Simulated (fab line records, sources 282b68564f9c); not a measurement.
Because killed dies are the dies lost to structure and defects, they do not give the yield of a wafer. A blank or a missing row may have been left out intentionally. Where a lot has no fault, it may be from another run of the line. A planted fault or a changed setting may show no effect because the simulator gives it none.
A struck lot beside a sound one ; flow rit-cmos ; 34 out of 202 route steps
Sound: these wafers, L615.1, L615.2, L615.4. The struck wafers were L622.3, L622.4, L622.6. The cause is given at the end.
Per side, at each step with rows, come the tool, then ch with its chambers, and then its first start. Under that, the readings that differ: sound wafers ; struck wafers ; difference of the means ; sigmas: that difference in standard deviations of wafers without a fault.
alike: a reading whose means differ by less than 2 such deviations, as well as words and numbers matching on both sides. not compared: withheld readings; readings where some wafer has no value; bounds like >300 that might hide an equal value; numbers whose values overlap and for which the record gives no deviation.
A row with sigmas, a row that says differs or no value, or rows on one side alone: a step with any of these is where the two part. When numbers do not overlap yet have no deviation, they are printed without sigmas and do not part them. Lack of a reading on every wafer of one side parts them only where that side has two or more wafers.

first, 2 steps without rows for these wafers: RIT_SPACER_CLEAN_02 (cleans in SC2, time 600 s); RIT_SPACER_CVD_03 (deposits Si3N4 from SiH2Cl2/NH3, target thk 250 nm, time 3300 s).
RIT_SPACER_THK_MEAS_04:
  sound: film-metro-02 at day 4 01:32; struck: film-metro-01 at day 5 12:35
  alike: SPACER_NITRIDE_THK
RIT_SPACER_ETCHBACK_05: etches Si3N4 in SF6/CHF3, stops on SiO2, target depth 250 nm, time 246.9 s.
  sound on rie-diel-03 ch 1,2,3, day 4 01:36; struck on rie-diel-01 ch 1,2,3, day 5 12:38
  alike: CHF3_flow_sccm, drypump-motor-current-A, oes-product-au, throttle-valve-pct
  not compared: rf-hours-counter-h
then, 6 steps without rows for these wafers: RIT_NSD_HMDS_00 (prime time 60 s); RIT_NSD_COAT_01 (resist thk 1000 nm); RIT_NSD_SOFTBAKE_02 (time 60 s); RIT_NSD_EXPOSE_03 (exposes mask M9, target cd 40700 nm); RIT_NSD_PEB_04; RIT_NSD_DEVELOP_05 (develop time 50 s).
RIT_NSD_OVL_MEAS_06:
  sound: overlay-01 at day 4 02:49; struck: overlay-01 at day 5 13:38
  alike: NSD_OVL
then, 1 step without rows for these wafers: RIT_NSD_HARDBAKE_07 (time 60 s).
RIT_NSD_IMPLANT_08:
  sound on implanter-02 ch 0, day 4 03:01; struck on implanter-02 ch 0, day 5 13:52
reading;sound;struck;difference;sigmas
beam-energy-keV;25.002 25.003 25.005;20.505 20.492 20.495;-4.506;-99 or more
beam-on-s (s);9.95 10.32 10.10;9.82 9.71 9.66;-0.39;-2
model.implant.rp-nm (nm);31.21 31.21 31.21;27.76 27.76 27.76;-3.45;
model.implant.drp-nm (nm);14.84 14.84 14.84;13.16 13.16 13.16;-1.68;
RIT_NSD_STRIP_09: strips in O2, time 180 s.
  sound on plasma-asher-03 ch 0,1, day 4 03:10; struck on plasma-asher-03 ch 0,1, day 5 14:01
  alike: drypump-motor-current-A
  not compared: rf-hours-counter-h
RIT_NSD_TW_MEAS_10:
  sound: film-metro-04 at day 4 03:20; struck: film-metro-01 at day 5 14:10
reading;sound;struck;difference;sigmas
NSD_TW;3146 3137 3127;2908 2897 2903;-234;-8
then, 6 steps without rows for these wafers: RIT_PSD_HMDS_00 (prime time 60 s); RIT_PSD_COAT_01 (resist thk 1000 nm); RIT_PSD_SOFTBAKE_02 (time 60 s); RIT_PSD_EXPOSE_03 (exposes mask M10, target cd 40900 nm); RIT_PSD_PEB_04; RIT_PSD_DEVELOP_05 (develop time 51.19 s).
RIT_PSD_OVL_MEAS_06:
  sound: overlay-01 at day 4 04:22; struck: overlay-01 at day 5 15:04
  alike: PSD_OVL
then, 2 steps without rows for these wafers: RIT_PSD_HARDBAKE_07 (time 60 s); RIT_PSD_IMPLANT_08.
RIT_PSD_STRIP_09: strips in O2, time 180 s.
  sound on plasma-asher-02 ch 0,1, day 4 04:42; struck on plasma-asher-03 ch 0,1, day 5 15:26
  alike: drypump-motor-current-A
  not compared: rf-hours-counter-h
RIT_PSD_TW_MEAS_10:
  sound: film-metro-02 at day 4 04:53; struck: film-metro-04 at day 5 15:35
  alike: PSD_TW
then, 3 steps without rows for these wafers: RIT_SDANNEAL_CLEAN_00 (cleans in SC1, time 600 s); RIT_SDANNEAL_CLEAN_01 (cleans in dHF, time 30 s); RIT_SDANNEAL_CLEAN_02 (cleans in SC2, time 600 s).
RIT_SDANNEAL_RTA_03: time 5 s.
  sound on rtp-anneal-01 ch 0, day 4 05:18; struck on rtp-anneal-02 ch 0, day 5 16:00
  alike: wafer_temp_C_max
RIT_SDANNEAL_RS_MEAS_04: uses a four-point probe to measure.
  sound: film-metro-01 at day 4 05:22; struck: film-metro-01 at day 5 16:05
reading;sound;struck;difference;sigmas
PSD_RS (ohm/sq);116.00 115.78 116.23;115.32 115.11 115.79;-0.60;-2
RIT_SDANNEAL_RS_MEAS_05: uses a four-point probe to measure.
  sound: film-metro-01 at day 4 05:29; struck: film-metro-01 at day 5 16:12
reading;sound;struck;difference;sigmas
NSD_RS (ohm/sq);84.5 84.6 84.4;86.9 86.7 86.9;+2.3;+8
RIT_SDANNEAL_RS_MEAS_06: uses a four-point probe to measure.
  sound: film-metro-01 at day 4 05:36; struck: film-metro-01 at day 5 16:19
  alike: PLDD_RS
RIT_M1_PROBE_99:
  sound: prober-01 at day 4 12:49; struck: prober-02 at day 5 23:31
reading;sound;struck;difference;sigmas
killed-short;4 1 2;5 6 8;+4;+2
model.etest.contact-nplus.end-ohm-um;41.8 42.78 42.35;47.48 46.65 49.19;+5.46;
model.etest.nmos-narrow.off-log10-a-um;-13.2 -13.23 -13.13;-12.97 -13.06 -12.97;+0.19;
  alike: killed-at-contacts, killed-at-front-end, killed-dies, killed-open
  not compared: model.etest.nmos_0p15.junction-log10-a-um, model.etest.gate-end-array.leak-log10-a-um, model.etest.nmos_0p3.off-log10-a-um

## WHERE THEY PART
Last at RIT_M1_PROBE_99 as far as this record goes, first at RIT_NSD_IMPLANT_08.

WHY: what the simulator had put in
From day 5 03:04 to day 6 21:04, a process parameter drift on implanter-02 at RIT_NSD_IMPLANT_08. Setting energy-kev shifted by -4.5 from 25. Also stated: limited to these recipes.
